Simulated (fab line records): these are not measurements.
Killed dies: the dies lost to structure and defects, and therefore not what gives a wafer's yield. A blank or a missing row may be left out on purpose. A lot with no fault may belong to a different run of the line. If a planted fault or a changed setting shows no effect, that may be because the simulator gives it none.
Which tool was responsible? + flow ritCmos + 14 lots with 42 wafers sampled at 2 steps, on a route of 202 steps

WHAT THE GAUGES READ, wafer by wafer
RIT_NRETRO_TW_MEAS_10.
| lot  | measured    | on           | NRETRO_TW                     |
|------|-------------|--------------|-------------------------------|
| L976 | day 2 06:15 | filmMetro-03 | 1053 1053 1056                |
| L977 | day 2 11:07 | filmMetro-03 | 1058 1061 1058                |
| L978 | day 2 15:19 | filmMetro-03 | 1053 1055 1052                |
| L980 | day 3 02:41 | filmMetro-03 | 1051 1049 1046                |
| L982 | day 3 13:29 | filmMetro-03 | 1051 1053 1056                |
| L983 | day 3 18:16 | filmMetro-01 | 1022 1024 1024                |
| L985 | day 4 04:49 | filmMetro-02 | 1046 1047 1046                |
| L986 | day 4 10:27 | filmMetro-02 | 1045 1050 1050                |
| L987 | day 4 15:32 | filmMetro-01 | 1025 1026 1028                |
| L988 | day 4 22:47 | filmMetro-01 | 1024 1032 1027                |
| L993 | day 5 18:53 | filmMetro-01 | 1020 1018 1021                |
| L994 | day 6 00:20 | filmMetro-01 | 1150 1152 1146 1150 1145 1153 |
| L995 | day 6 05:08 | filmMetro-01 | 1153 1156 1149 1152 1152 1155 |
| L999 | day 7 00:56 | filmMetro-01 | 1031 1036 1033                |

TOOL THAT RAN EACH LOT (tool first, then ch and the chambers of the sampled wafers, then the start)
| lot  | RIT_NRETRO_IMPLANT_08          |
|------|--------------------------------|
| L976 | implanter-02 ch 0, day 2 05:56 |
| L977 | implanter-02 ch 0, day 2 10:48 |
| L978 | implanter-03 ch 0, day 2 15:01 |
| L980 | implanter-04 ch 0, day 3 02:22 |
| L982 | implanter-04 ch 0, day 3 13:11 |
| L983 | implanter-04 ch 0, day 3 17:57 |
| L985 | implanter-03 ch 0, day 4 04:29 |
| L986 | implanter-02 ch 0, day 4 10:07 |
| L987 | implanter-02 ch 0, day 4 15:13 |
| L988 | implanter-04 ch 0, day 4 22:28 |
| L993 | implanter-03 ch 0, day 5 18:34 |
| L994 | implanter-04 ch 0, day 6 00:02 |
| L995 | implanter-04 ch 0, day 6 04:52 |
| L999 | implanter-02 ch 0, day 7 00:37 |
- RIT_NRETRO_IMPLANT_08

AS READ BY THE TOOLS THEMSELVES (means over the sampled wafers that have a number; for cases with no such wafer, the mark the record gives instead)
RIT_NRETRO_IMPLANT_08.
| lot  | tool         | doseIonsCm2 | endStationPressureTorr (Torr) | faradayCurrentUA |
|------|--------------|-------------|-------------------------------|------------------|
| L976 | implanter-02 | 9.991e+12   | 4.75e-06                      | 31.6             |
| L977 | implanter-02 | 9.997e+12   | 5.20e-06                      | 31.5             |
| L978 | implanter-03 | 9.991e+12   | 5.27e-06                      | 31.3             |
| L980 | implanter-04 | 1.000e+13   | 4.85e-06                      | 31.2             |
| L982 | implanter-04 | 1.000e+13   | 5.20e-06                      | 32.0             |
| L983 | implanter-04 | 1.000e+13   | 5.06e-06                      | 31.6             |
| L985 | implanter-03 | 9.992e+12   | 5.11e-06                      | 31.8             |
| L986 | implanter-02 | 9.980e+12   | 4.68e-06                      | 31.6             |
| L987 | implanter-02 | 1.001e+13   | 5.00e-06                      | 31.4             |
| L988 | implanter-04 | 9.988e+12   | 4.88e-06                      | 31.1             |
| L993 | implanter-03 | 9.993e+12   | 4.89e-06                      | 31.6             |
| L994 | implanter-04 | 1.414e+13   | 5.25e-06                      | 44.9             |
| L995 | implanter-04 | 1.416e+13   | 5.28e-06                      | 45.2             |
| L999 | implanter-02 | 1.000e+13   | 5.11e-06                      | 31.5             |

THE ANSWER, worked out from the rows above alone
Rule: the lots themselves supply what counts as usual. Put in order of their means at a reading, lots are off if they are a third of the lots or fewer, leave a main group of 4 or more, and stand apart from it by a gap of 3 or more times the standard deviation of the main group's means; of several such gaps the widest counts. Not used: any main group whose means are identical at the precision the tables above print for the reading. A lot without any number at a reading at which 4 lots or more have one is off too. Any other lot the step has rows for is counted as sound. Order of review: gauges by route order, followed by the tools' own readings, for which a lot's mean as printed above is used. At the first step where some lot is off, the reading lying furthest off is the one used; lots without a number count as furthest.
Off: L994, L995, seen at RIT_NRETRO_TW_MEAS_10 (NRETRO_TW). Mean 1041 and standard deviation 13 in the main group.
A tool fits if, at a process step before that reading, it ran every lot that is off, and no sound lot after the first of them. The gauges at RIT_NRETRO_TW_MEAS_10 aren't tried: what is off there is off at RIT_NRETRO_IMPLANT_08 too, on other tools, and a gauge's error can't cause that. One candidate fits, namely implanter-04 at RIT_NRETRO_IMPLANT_08. A fault onset in the window from L988 (day 4 22:28, its last sound lot) to L994 (day 6 00:02, its first lot off) fits.
The tool's own readings at RIT_NRETRO_IMPLANT_08 bear it out: on the lots that are off they differ by more than 5 times the standard deviation of the sound lots' means. doseIonsCm2 reads 1.415e+13 there against 9.995e+12 on the sound lots; faradayCurrentUA reads 45.0 there against 31.5 on the sound lots.

WHAT THE SIMULATOR HAD INSERTED
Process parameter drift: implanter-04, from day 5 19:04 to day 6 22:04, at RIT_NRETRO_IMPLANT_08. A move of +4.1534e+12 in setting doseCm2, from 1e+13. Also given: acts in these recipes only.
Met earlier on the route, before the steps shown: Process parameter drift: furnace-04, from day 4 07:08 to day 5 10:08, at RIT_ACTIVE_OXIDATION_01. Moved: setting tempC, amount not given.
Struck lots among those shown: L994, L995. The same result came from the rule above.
